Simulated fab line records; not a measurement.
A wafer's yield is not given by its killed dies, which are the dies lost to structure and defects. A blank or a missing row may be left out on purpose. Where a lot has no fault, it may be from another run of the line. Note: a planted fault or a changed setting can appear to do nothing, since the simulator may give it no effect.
Which tool is to blame? -- flow berkeley cmos170 -- 14 lots, 42 wafers sampled, at 3 steps of a route of 331

== WHAT THE GAUGES SHOWED, per wafer ==
UCB170_SACOX_THK_MEAS_02. Usual: SACOX_OXIDE_THK gives 14.51 nm (standard deviation 0.23).
lot,measured,on,SACOX_OXIDE_THK (nm),flag
L774,day 5 13:02,film metro-04,14.69 14.87 14.46,
L775,day 5 13:02,film metro-03,14.33 14.19 14.11,
L773,day 5 13:06,film metro-04,14.79 14.73 14.84,
L776,day 5 23:22,film metro-04,14.07 14.11 14.16,
L777,day 5 23:23,film metro-03,14.38 14.51 14.47,
L779,day 6 15:30,film metro-04,14.37 14.26 14.39,
L781,day 7 00:46,film metro-02,14.72 14.52 14.79,
L782,day 7 10:16,film metro-02,14.74 14.81 14.78,
L784,day 7 18:47,film metro-03,14.48 14.53 14.52,
L785,day 8 00:23,film metro-03,14.42 14.38 14.27,
L787,day 8 05:53,film metro-02,14.35 14.63 14.65,
L786,day 8 05:54,film metro-04,14.59 14.60 14.91,
L789,day 8 21:43,film metro-02,14.40 14.38 14.19,
L795,day 10 03:47,film metro-04,14.90 14.88 14.70,

UCB170_NLDD_CD_MEAS_06: the cd target is 1200 nm. Usual: cd nm reads 1199.5 nm (standard deviation 1.3).
lot,measured,on,cd nm (nm),flag
L774,day 6 21:04,cd sem-02,1198.4 1199.2 1198.3,
L775,day 6 21:25,cd sem-02,1200.0 1198.6 1197.3,
L773,day 6 21:19,cd sem-02,1200.3 1199.1 1199.0,
L776,day 7 08:13,cd sem-02,1199.1 1199.9 1199.6,
L777,day 7 07:43,cd sem-01,1201.1 1201.4 1200.4,
L779,day 8 00:53,cd sem-01,1199.5 1200.4 1199.3,
L781,day 8 06:48,cd sem-01,1198.7 1198.4 1199.5,
L782,day 8 17:55,cd sem-02,1201.2 1199.3 1200.2,
L784,day 8 23:49,cd sem-02,1199.9 1200.0 1198.3,
L785,day 9 05:34,cd sem-01,1207.4 1207.7 1208.0,OFF
L787,day 9 19:02,cd sem-01,1198.5 1199.0 1199.4,
L786,day 9 18:46,cd sem-01,1207.9 1205.9 1206.9,OFF
L789,day 10 07:53,cd sem-01,1201.1 1200.0 1201.8,
L795,day 11 09:05,cd sem-01,1199.6 1199.2 1199.7,

== TOOL THAT RAN EACH LOT (tool first, then ch and the chambers of the sampled wafers, then the start) ==
lot,UCB170_NLDD_COAT_01
L774,"litho track-01 ch 0, day 6 19:56"
L775,"litho track-03 ch 0, day 6 20:19"
L773,"litho track-04 ch 0, day 6 19:58"
L776,"litho track-01 ch 0, day 7 07:22"
L777,"litho track-04 ch 0, day 7 06:14"
L779,"litho track-01 ch 0, day 8 00:03"
L781,"litho track-03 ch 0, day 8 06:07"
L782,"litho track-04 ch 0, day 8 17:13"
L784,"litho track-04 ch 0, day 8 23:01"
L785,"litho track-04 ch 0, day 9 04:44"
L787,"litho track-01 ch 0, day 9 18:14"
L786,"litho track-04 ch 0, day 9 18:05"
L789,"litho track-03 ch 0, day 10 07:01"
L795,"litho track-03 ch 0, day 11 07:34"
- UCB170_NLDD_COAT_01: resist thk 900 nm.

== WHAT THE TOOLS THEMSELVES READ (means of the sampled wafers that have a number; where no wafer has one, the mark that the record gives instead) ==
UCB170_NLDD_COAT_01. Usual: exhaust pa reads 45.2 Pa (standard deviation 0.94).
lot,tool,exhaust pa (Pa),flag
L774,litho track-01,45.5,
L775,litho track-03,46.7,
L773,litho track-04,45.0,
L776,litho track-01,44.5,
L777,litho track-04,45.3,
L779,litho track-01,44.0,
L781,litho track-03,44.9,
L782,litho track-04,44.7,
L784,litho track-04,44.9,
L785,litho track-04,46.0,
L787,litho track-01,44.1,
L786,litho track-04,45.1,
L789,litho track-03,44.3,
L795,litho track-03,45.6,

== THE ANSWER, worked out from the rows above alone ==
Rule: take the mean of a lot's wafers that have a number; if it is more than 3 standard deviations from the usual mean, the lot is off. Also off: a lot with no number at a reading for which 4 or more lots have one. Any other lot the step has rows for is counted as sound. After the gauges, taken in route order, come the tools' own readings; for these a lot's mean is taken, as printed above. At the first step where some lot is off, the reading lying furthest off is the one used; lots without a number count as furthest.
Off: L785, L786 (UCB170_NLDD_CD_MEAS_06, cd nm).
If a tool, at a process step before that reading, ran all the lots that are off and no sound lot after the first of them, it fits. The gauges at UCB170_NLDD_CD_MEAS_06 are tried like those tools. One fits: UCB170_NLDD_COAT_01 on litho track-04. Its last sound lot is L784 (day 8 23:01), its first lot that is off L785 (day 9 04:44): a fault that began between those two fits.

== WHAT WAS PUT IN BY THE SIMULATOR ==
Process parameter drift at UCB170_NLDD_COAT_01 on litho track-04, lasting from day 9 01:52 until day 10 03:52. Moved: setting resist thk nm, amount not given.
Lots struck among those shown: L785, L786. The same result came from the rule above.
